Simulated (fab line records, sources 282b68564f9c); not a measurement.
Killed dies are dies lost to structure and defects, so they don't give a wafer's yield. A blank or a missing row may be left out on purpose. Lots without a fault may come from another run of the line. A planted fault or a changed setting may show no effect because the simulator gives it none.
A struck lot beside a sound one | flow rit_cmos | 15 steps out of a route of 202
Sound: wafers L679.1, L679.5, L679.6. Struck: wafers L694.2, L694.5, L694.6. The cause comes at the end.
At each step with rows: each side's tool, then ch and its chambers, then its first start. Under that, the readings that differ: sound wafers | struck wafers | difference of the means | sigmas: that difference in standard deviations of wafers without a fault.
alike: readings whose means differ by less than 2 such deviations, and words and numbers that are the same on both sides. not compared: withheld readings, readings that some wafer has no value for, bounds like >300 that may hide the same value, and numbers for which the record gives no deviation and whose values overlap.
The two part at a step that has a row with sigmas, a row that says differs or no value, or rows on one side only. Numbers that don't overlap but have no deviation are shown without sigmas and don't part them. A reading that every wafer of one side lacks parts them only if that side has two wafers or more.

first, 2 steps without rows for these wafers: RIT_SPACER_CLEAN_02 (cleans in SC2, time 600 s); RIT_SPACER_CVD_03 (deposits Si3N4 from SiH2Cl2/NH3, target thk 250 nm, time 3300 s).
RIT_SPACER_THK_MEAS_04:
  sound on film_metro-01, day 4 05:23; struck on film_metro-02, day 6 19:10
  alike: SPACER_NITRIDE_THK
RIT_SPACER_ETCHBACK_05: etches Si3N4 in SF6/CHF3, stops on SiO2, target depth 250 nm, time 240 s.
  sound on rie_diel-02 ch 1,2, day 4 05:27; struck on rie_diel-01 ch 0,1,2, day 6 19:13
  alike: chamber_pressure_mTorr, drypump_motor_current_A, oes_product_au, rf_fwd_power_W, throttle_valve_pct
  not compared: rf_hours_counter_h
then, 6 steps without rows for these wafers: RIT_NSD_HMDS_00 (prime time 60 s); RIT_NSD_COAT_01 (resist thk 1000 nm); RIT_NSD_SOFTBAKE_02 (time 60 s); RIT_NSD_EXPOSE_03 (exposes mask M9, target cd 40700 nm); RIT_NSD_PEB_04; RIT_NSD_DEVELOP_05 (develop time 50 s).
RIT_NSD_OVL_MEAS_06:
  sound on overlay-02, day 4 06:33; struck on overlay-02, day 6 20:13
  alike: NSD_OVL
then, 1 step without rows for these wafers: RIT_NSD_HARDBAKE_07 (time 60 s).
RIT_NSD_IMPLANT_08:
  sound on implanter-03 ch 0, day 4 06:48; struck on implanter-02 ch 0, day 6 20:25
  reading            | sound             | struck            | difference | sigmas
  tilt_deg (degrees) | 7.004 7.009 7.004 | 6.545 6.565 6.553 | -0.451     | -23
RIT_NSD_STRIP_09: strips in O2, time 180 s.
  sound on plasma_asher-02 ch 0,1, day 4 06:57; struck on plasma_asher-04 ch 0,1, day 6 20:33
  alike: chamber_pressure_mTorr, drypump_motor_current_A
  not compared: rf_hours_counter_h
RIT_M1_PROBE_99:
  sound on prober-01, day 4 17:42; struck on prober-02, day 7 07:00
  reading                                 | sound             | struck            | difference | sigmas
  model.etest.diode_nplus_pwell.bv_v (V)  | 6.081 6.087 6.058 | 6.022 6.021 5.992 | -0.064     |
  model.etest.diode_nplus_pwell.cj_ff_um2 | 2.024 2.033 2.021 | 2.051 2.052 2.049 | +0.025     |
  model.etest.diode_nplus_comb.cj_ff_um2  | 2.578 2.584 2.568 | 2.595 2.592 2.622 | +0.026     |
  alike: killed_at_contacts, killed_at_front_end, killed_dies, killed_open, killed_short
  not compared: model.etest.nmos_0p3.bv_v

WHERE THEY PART
Only at RIT_NSD_IMPLANT_08, within this record. Later steps at which nothing parts them and some readings are alike: RIT_NSD_STRIP_09, RIT_M1_PROBE_99.

WHY: what the simulator had put in
Process parameter drift: implanter-02, from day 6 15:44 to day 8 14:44, at RIT_NSD_IMPLANT_08. Setting tilt_deg, moved by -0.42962, from 7. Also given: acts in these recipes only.
